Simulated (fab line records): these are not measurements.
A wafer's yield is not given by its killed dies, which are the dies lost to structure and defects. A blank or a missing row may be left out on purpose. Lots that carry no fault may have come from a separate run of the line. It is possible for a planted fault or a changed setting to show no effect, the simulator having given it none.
Which tool was responsible? :: flow berkeley cmos170 :: 45 wafers sampled from 15 lots at 1 step of a route of 331

## WHAT EACH GAUGE READ, for each wafer
The record holds no reading of a measuring or inspecting step that can be judged against a usual standard deviation.

## TOOL THAT RAN EACH LOT (tool first, then ch and the chambers of the sampled wafers, then the start)
lot: L149
UCB170_PVT_PEB_04: litho track-01 ch 0, day 6 12:55

lot: L151
UCB170_PVT_PEB_04: litho track-01 ch 0, day 7 02:26

lot: L156
UCB170_PVT_PEB_04: litho track-02 ch 0, day 7 19:20

lot: L155
UCB170_PVT_PEB_04: litho track-02 ch 0, day 7 20:08

lot: L154
UCB170_PVT_PEB_04: litho track-02 ch 0, day 7 20:00

lot: L159
UCB170_PVT_PEB_04: litho track-04 ch 0, day 8 03:49

lot: L158
UCB170_PVT_PEB_04: litho track-02 ch 0, day 8 04:32

lot: L160
UCB170_PVT_PEB_04: litho track-01 ch 0, day 8 19:22

lot: L162
UCB170_PVT_PEB_04: litho track-02 ch 0, day 9 04:10

lot: L163
UCB170_PVT_PEB_04: litho track-02 ch 0, day 9 15:29

lot: L164
UCB170_PVT_PEB_04: litho track-01, day 9 15:43

lot: L165
UCB170_PVT_PEB_04: litho track-01, day 10 04:34

lot: L166
UCB170_PVT_PEB_04: litho track-01, day 10 04:50

lot: L167
UCB170_PVT_PEB_04: litho track-01 ch 0, day 10 16:19

lot: L172
UCB170_PVT_PEB_04: litho track-02 ch 0, day 11 02:23
- UCB170_PVT_PEB_04

## WHAT THE TOOLS THEMSELVES READ (means of the sampled wafers that have a number; where no wafer has one, the mark that the record gives instead)
UCB170_PVT_PEB_04.
lot: L149
tool: litho track-01
chill plate temp C (C): 23.03
exhaust pa (Pa): 45.1

lot: L151
tool: litho track-01
chill plate temp C (C): 23.13
exhaust pa (Pa): 44.5

lot: L156
tool: litho track-02
chill plate temp C (C): 23.00
exhaust pa (Pa): 44.9

lot: L155
tool: litho track-02
chill plate temp C (C): 22.83
exhaust pa (Pa): 45.4

lot: L154
tool: litho track-02
chill plate temp C (C): 22.82
exhaust pa (Pa): 44.3

lot: L159
tool: litho track-04
chill plate temp C (C): 23.03
exhaust pa (Pa): 45.1

lot: L158
tool: litho track-02
chill plate temp C (C): 23.06
exhaust pa (Pa): 44.5

lot: L160
tool: litho track-01
chill plate temp C (C): 22.81
exhaust pa (Pa): 44.4

lot: L162
tool: litho track-02
chill plate temp C (C): 23.01
exhaust pa (Pa): 45.4

lot: L163
tool: litho track-02
chill plate temp C (C): 22.91
exhaust pa (Pa): 45.1

lot: L164
tool: litho track-01
chill plate temp C (C): -
exhaust pa (Pa): -

lot: L165
tool: litho track-01
chill plate temp C (C): -
exhaust pa (Pa): -

lot: L166
tool: litho track-01
chill plate temp C (C): -
exhaust pa (Pa): -

lot: L167
tool: litho track-01
chill plate temp C (C): 22.91
exhaust pa (Pa): 44.6

lot: L172
tool: litho track-02
chill plate temp C (C): 23.10
exhaust pa (Pa): 45.7

## THE ANSWER, worked out from the rows above alone
Rule: the lots themselves supply what counts as usual. Put in order of their means at a reading, lots are off if they are a third of the lots or fewer, leave a main group of 4 or more, and stand apart from it by a gap of 3 or more times the standard deviation of the main group's means; of several such gaps the widest counts. Not used: any main group whose means are identical at the precision the tables above print for the reading. Also off: a lot with no number at a reading for which 4 or more lots have one. Any other lot the step has rows for is counted as sound. The gauges are gone through in route order, then the tools' own readings, and for those a lot's mean is taken as printed above. The first step at which some lot is off is used, and at that step the reading that is off furthest; a lot without a number counts as furthest.
Off: L164, L165, L166 (UCB170_PVT_PEB_04, chill plate temp C). Without a number there: L164, L165, L166. Mean 22.97 C and standard deviation 0.11 in the main group.
If a tool, at that step or one of the process steps before it, ran each lot that is off and ran no sound lot following the first of them, it fits. No candidate that was tried fits.

## WHAT WAS PUT IN BY THE SIMULATOR
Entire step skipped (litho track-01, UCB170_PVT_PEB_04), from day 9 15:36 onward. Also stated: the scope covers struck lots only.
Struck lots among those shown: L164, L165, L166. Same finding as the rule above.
